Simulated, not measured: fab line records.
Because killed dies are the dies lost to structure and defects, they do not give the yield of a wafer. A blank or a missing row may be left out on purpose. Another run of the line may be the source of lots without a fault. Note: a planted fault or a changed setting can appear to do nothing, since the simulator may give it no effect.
Which tool is to blame?	flow berkeleyCmos170	10 lots with 30 wafers sampled at 4 steps, on a route of 331 steps

== WHAT THE GAUGES SHOWED, per wafer ==
UCB170_M3_OVL_MEAS_16.
lot	measured	on	M3_OVL (nm)
L288	day 8 19:24	overlay-01	2 -10 -6
L289	day 8 18:59	overlay-01	-1 -6 -5
L290	day 9 04:03	overlay-02	-6 -10 -5
L291	day 9 17:49	overlay-01	-10 -8 -13
L292	day 9 18:13	overlay-01	-11 -11 -6
L293	day 9 17:41	overlay-02	-4 -1 -9
L300	day 12 04:54	overlay-02	9 0 3
L301	day 12 04:31	overlay-02	0 -5 -4
L304	day 13 02:10	overlay-02	5 9 8
L305	day 13 00:40	overlay-02	0 -7 -1

== WHAT TOOL EACH LOT RAN ON (gives the tool, then ch and the chambers of the sampled wafers, and finally the start) ==
lot	UCB170_ACTIVE_CVD_05	UCB170_V2_CMP_02	UCB170_V2_ETCH_14
L288	lpcvd-02 ch 1, day 4 21:05	cmp-01 ch 0,1,2, day 8 14:44	rieDiel-03 ch 2,3, day 8 16:37
L289	lpcvd-02 ch 0, day 4 21:05	cmp-02 ch 1,2,3, day 8 14:19	rieDiel-02 ch 0,3, day 8 16:16
L290	lpcvd-02 ch 0, day 5 03:25	cmp-02 ch 1,2,3, day 8 23:14	rieDiel-04 ch 1,2,3, day 9 01:14
L291	lpcvd-01 ch 1, day 5 17:16	cmp-01 ch 1,2,3, day 9 12:53	rieDiel-04 ch 0,3, day 9 14:45
L292	lpcvd-01 ch 0, day 5 17:16	cmp-02 ch 0,1,3, day 9 13:10	rieDiel-02 ch 0,1,2, day 9 14:54
L293	lpcvd-01 ch 0, day 5 17:16	cmp-02 ch 0,1,3, day 9 12:55	rieDiel-03 ch 0,2,3, day 9 14:37
L300	lpcvd-01 ch 0, day 7 11:20	cmp-02 ch 1,3, day 11 21:25	rieDiel-02 ch 1,2,3, day 12 01:49
L301	lpcvd-01 ch 0, day 7 11:20	cmp-01 ch 0,2,3, day 11 21:54	rieDiel-04 ch 0,1,2, day 12 01:32
L304	lpcvd-02 ch 0, day 8 06:38	cmp-02 ch 1,3, day 12 19:49	rieDiel-04 ch 0,1,3, day 12 22:58
L305	lpcvd-02 ch 0, day 8 06:38	cmp-02 ch 0,2,3, day 12 17:40	rieDiel-04 ch 0,2,3, day 12 20:34
- UCB170_ACTIVE_CVD_05: deposits Si3N4 from SiH2Cl2/NH3, target thk 220 nm, time 3300 s.
- UCB170_V2_CMP_02: polishes SiO2.
- UCB170_V2_ETCH_14: etches SiO2 in CHF3/CF4/Ar, stops on Al, target depth 1250 nm, time 291 s.

== THE ANSWER, worked out from the rows above alone ==
Rule: usual is defined by the lots themselves. The widest of any qualifying gaps counts: lots, ordered by their means at a reading, are off when they make up no more than a third of the lots, leave a main group of 4 or more, and stand apart from it by 3 or more times the standard deviation of that group's means. If all means in a main group match to the digits the tables above print for the reading, that group is not used. A lot without any number at a reading at which 4 lots or more have one is off too. All remaining lots with rows at the step are treated as sound.
Across all readings shown, no lot is off: no conclusion can be drawn from this.

== WHAT THE SIMULATOR HAD PUT IN ==
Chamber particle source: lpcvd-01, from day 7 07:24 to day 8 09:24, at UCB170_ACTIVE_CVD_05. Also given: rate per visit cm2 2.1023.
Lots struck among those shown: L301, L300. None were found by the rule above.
